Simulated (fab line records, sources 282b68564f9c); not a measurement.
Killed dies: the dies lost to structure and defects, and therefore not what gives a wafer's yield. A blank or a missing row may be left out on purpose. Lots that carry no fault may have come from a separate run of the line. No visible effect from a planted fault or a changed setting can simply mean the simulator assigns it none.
8D (eight disciplines) problem report, filled in by code | flow ritCmos | the parts of the form that need people (team, actions taken, sign-off) are left out

## 1. THE PROBLEM
Across 6 wafers from 2 lots, FOX1_OXIDE_THK at RIT_FOX1_THK_MEAS_01 averages 392 nm, while fault-free wafers read 349 nm with a standard deviation of 8.5. That puts it +5.0 standard deviations away from the usual mean.
Seen first at day 5 06:52 on filmMetro-01, wafer L425.1. The record holds 42 wafers of 14 lots with a number at this step. Rule for "out", or "out of limits": more than 4 standard deviations from the usual mean. All remaining wafers that have a number are taken as sound.

## 2. WHAT IT IS AND WHAT IT IS NOT
question                    | is                         | is not
which readings at this step | FOX1_OXIDE_THK             | -
which lots                  | L425, L427                 | L408, L409, L410, L411, L412, L413, L415, L416, L418, L419, L422, L424
which wafers of those lots  | all that have a number     | -
read on which gauges        | filmMetro-01, filmMetro-04 | filmMetro-03
when                        | from day 5 06:52           | up to then (36 sound wafers)

## 3. SUSPECTS, AND WHAT RULES EACH OUT
Counting: a tool stays on the suspect list if, at a process step up to the reading, it processed all lots that are out and no sound lot following the first of them.
- the gauge at RIT_FOX1_THK_MEAS_01 has been ruled out. 2 gauges (filmMetro-01, filmMetro-04) read the wafers that are out.
- furnace-03 at RIT_FOX1_OXIDATION_00 (target thk 350.7 nm, ox time 1130 s): kept. All lots that are out passed through it, beginning with L425 at day 5 05:33, and no sound lot followed; its final sound lot before that point was L424 at day 4 23:38. Its own spikeTcCentreC, spikeTcLoadC, spikeTcSourceC, tubeCenterTempC, tube_center_temp_C_max readings are out on those wafers.
The count leaves furnace-03 at RIT_FOX1_OXIDATION_00.

## 4. THE CAUSE (what the simulator had put in)
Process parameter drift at RIT_FOX1_OXIDATION_00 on furnace-03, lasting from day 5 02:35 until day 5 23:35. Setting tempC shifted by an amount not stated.
Only this tool survived the counting.

## 5. THE CHAIN OF EFFECTS, in route order
One row per reading whose mean, taken over the struck wafers that have a number, lies over 3 standard deviations from the usual. Only readings whose record carries a usual standard deviation are examined. hours: median over the lots of the time between each lot's start at the first step of this table that gives one and its start at this step. sigmas: the change, counted in usual standard deviations.
hours | step                  | reading                | usual    | on struck wafers | change | sigmas
0     | RIT_FOX1_OXIDATION_00 | spikeTcCentreC         | 1102.5 C | 1127.8           | +25.3  | +23
0     | RIT_FOX1_OXIDATION_00 | spikeTcLoadC           | 1128.1 C | 1153.6           | +25.5  | +18
0     | RIT_FOX1_OXIDATION_00 | spikeTcSourceC         | 1123 C   | 1151             | +28    | +6.6
0     | RIT_FOX1_OXIDATION_00 | tubeCenterTempC        | 1100.0 C | 1125.0           | +25.0  | +99 or more
0     | RIT_FOX1_OXIDATION_00 | tube_center_temp_C_max | 1102.7   | 1127.7           | +25.0  | +60
1     | RIT_FOX1_THK_MEAS_01  | FOX1_OXIDE_THK         | 349 nm   | 392              | +43    | +5.0
Process steps it contains:
- RIT_FOX1_OXIDATION_00: target thk 350.7 nm, ox time 1130 s.

## 6. WHAT WOULD HAVE CAUGHT IT SOONER
4 hours passed between the start of the fault at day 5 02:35 and the first reading out of limits at a measuring or inspecting step in this record, taken at day 5 06:52.
Tool's own readings at RIT_FOX1_OXIDATION_00, spikeTcCentreC, spikeTcLoadC, spikeTcSourceC, tubeCenterTempC, tube_center_temp_C_max: out on all struck wafers the step has rows for; an alarm limit on them would have tripped on the first.
Of the lots that are out (2), L427 began RIT_FOX1_OXIDATION_00 on furnace-03 after day 5 06:52. Putting the tool on hold at that point would have spared it.
